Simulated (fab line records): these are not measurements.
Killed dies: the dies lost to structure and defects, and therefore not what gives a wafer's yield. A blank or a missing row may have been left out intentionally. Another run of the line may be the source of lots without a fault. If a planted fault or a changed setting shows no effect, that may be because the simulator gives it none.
What tool caused it? -- flow berkeleyCmos170 -- Sampling: 14 lots, 42 wafers, 3 of 331 route steps

== WHAT THE GAUGES READ, wafer by wafer ==
UCB170_V1_BOW_MEAS_03.
lot,measured,on,V1_BOW (um)
L470,day 7 07:58,filmMetro-04,16 5 16
L469,day 7 08:34,filmMetro-03,16 16 24
L471,day 7 08:23,filmMetro-03,10 17 13
L472,day 7 08:50,filmMetro-04,18 26 14
L474,day 7 23:22,filmMetro-02,20 28 22
L475,day 7 23:22,filmMetro-04,22 21 36
L476,day 8 07:58,filmMetro-02,26 6 22
L477,day 8 12:48,filmMetro-03,28 37 29
L478,day 8 16:45,filmMetro-02,21 19 27
L480,day 9 04:32,filmMetro-02,16 23 36
L479,day 9 04:32,filmMetro-04,23 22 27
L486,day 10 08:36,filmMetro-03,18 32 19
L489,day 11 08:58,filmMetro-03,26 11 23
L490,day 11 16:33,filmMetro-03,13 19 23

UCB170_V2_THK_MEAS_01.
lot,measured,on,V2_TEOS_THK (nm)
L470,day 7 13:38,filmMetro-04,2001 2010 2024
L469,day 7 14:25,filmMetro-02,1984 1986 1994
L471,day 7 14:17,filmMetro-01,1990 1972 1998
L472,day 7 14:32,filmMetro-04,1998 2006 2040
L474,day 8 04:09,filmMetro-01,1981 2007 1978
L475,day 8 04:11,filmMetro-02,1967 2006 2009
L476,day 8 15:08,filmMetro-04,1977 1966 2043
L477,day 8 18:07,filmMetro-04,1990 2015 2035
L478,day 8 22:15,filmMetro-02,1995 2002 1995
L480,day 9 09:22,filmMetro-04,1993 2009 2025
L479,day 9 09:45,filmMetro-01,2006 1972 1993
L486,day 10 16:37,filmMetro-01,2036 2018 2040
L489,day 11 14:22,filmMetro-02,1951 2007 1989
L490,day 12 02:22,filmMetro-04,2032 2004 2034

== EACH LOT AND THE TOOL THAT RAN IT (in order: tool; ch and the chambers of the sampled wafers; start) ==
lot,UCB170_M1_SPUTTER_00
L470,"pvdSputter-01, day 6 23:04"
L469,"pvdSputter-03, day 7 00:16"
L471,"pvdSputter-01, day 7 01:45"
L472,"pvdSputter-03, day 7 02:29"
L474,"pvdSputter-04, day 7 14:49"
L475,"pvdSputter-01, day 7 15:01"
L476,"pvdSputter-04, day 8 02:23"
L477,"pvdSputter-03, day 8 05:21"
L478,"pvdSputter-04, day 8 11:07"
L480,"pvdSputter-04, day 8 20:52"
L479,"pvdSputter-03, day 8 22:28"
L486,"pvdSputter-01, day 10 04:04"
L489,"pvdSputter-01, day 11 01:23"
L490,"pvdSputter-04, day 11 07:14"
- UCB170_M1_SPUTTER_00: material Al, target thk 600 nm, time 80 s.

== WHAT THE TOOLS THEMSELVES READ (means of the sampled wafers that have a number; where no wafer has one, the mark that the record gives instead) ==
UCB170_M1_SPUTTER_00.
lot,tool,throttleValvePct (%)
L470,pvdSputter-01,30.3
L469,pvdSputter-03,30.6
L471,pvdSputter-01,29.4
L472,pvdSputter-03,30.9
L474,pvdSputter-04,29.2
L475,pvdSputter-01,29.8
L476,pvdSputter-04,29.7
L477,pvdSputter-03,31.6
L478,pvdSputter-04,30.2
L480,pvdSputter-04,28.1
L479,pvdSputter-03,31.1
L486,pvdSputter-01,29.7
L489,pvdSputter-01,29.6
L490,pvdSputter-04,30.2

== THE ANSWER, worked out from the rows above alone ==
Rule: usual is defined by the lots themselves. The widest of any qualifying gaps counts: lots, ordered by their means at a reading, are off when they make up no more than a third of the lots, leave a main group of 4 or more, and stand apart from it by 3 or more times the standard deviation of that group's means. A main group is skipped when, at the precision printed for the reading in the tables above, its means are all equal. A lot without any number at a reading at which 4 lots or more have one is off too. The other lots that the step has rows for count as sound. The gauges are gone through in route order, then the tools' own readings, and for those a lot's mean is taken as printed above. At the first step where some lot is off, the reading lying furthest off is the one used; lots without a number count as furthest.
Nothing can be told from this: no lot is off at any reading shown.

== WHAT THE SIMULATOR HAD PUT IN ==
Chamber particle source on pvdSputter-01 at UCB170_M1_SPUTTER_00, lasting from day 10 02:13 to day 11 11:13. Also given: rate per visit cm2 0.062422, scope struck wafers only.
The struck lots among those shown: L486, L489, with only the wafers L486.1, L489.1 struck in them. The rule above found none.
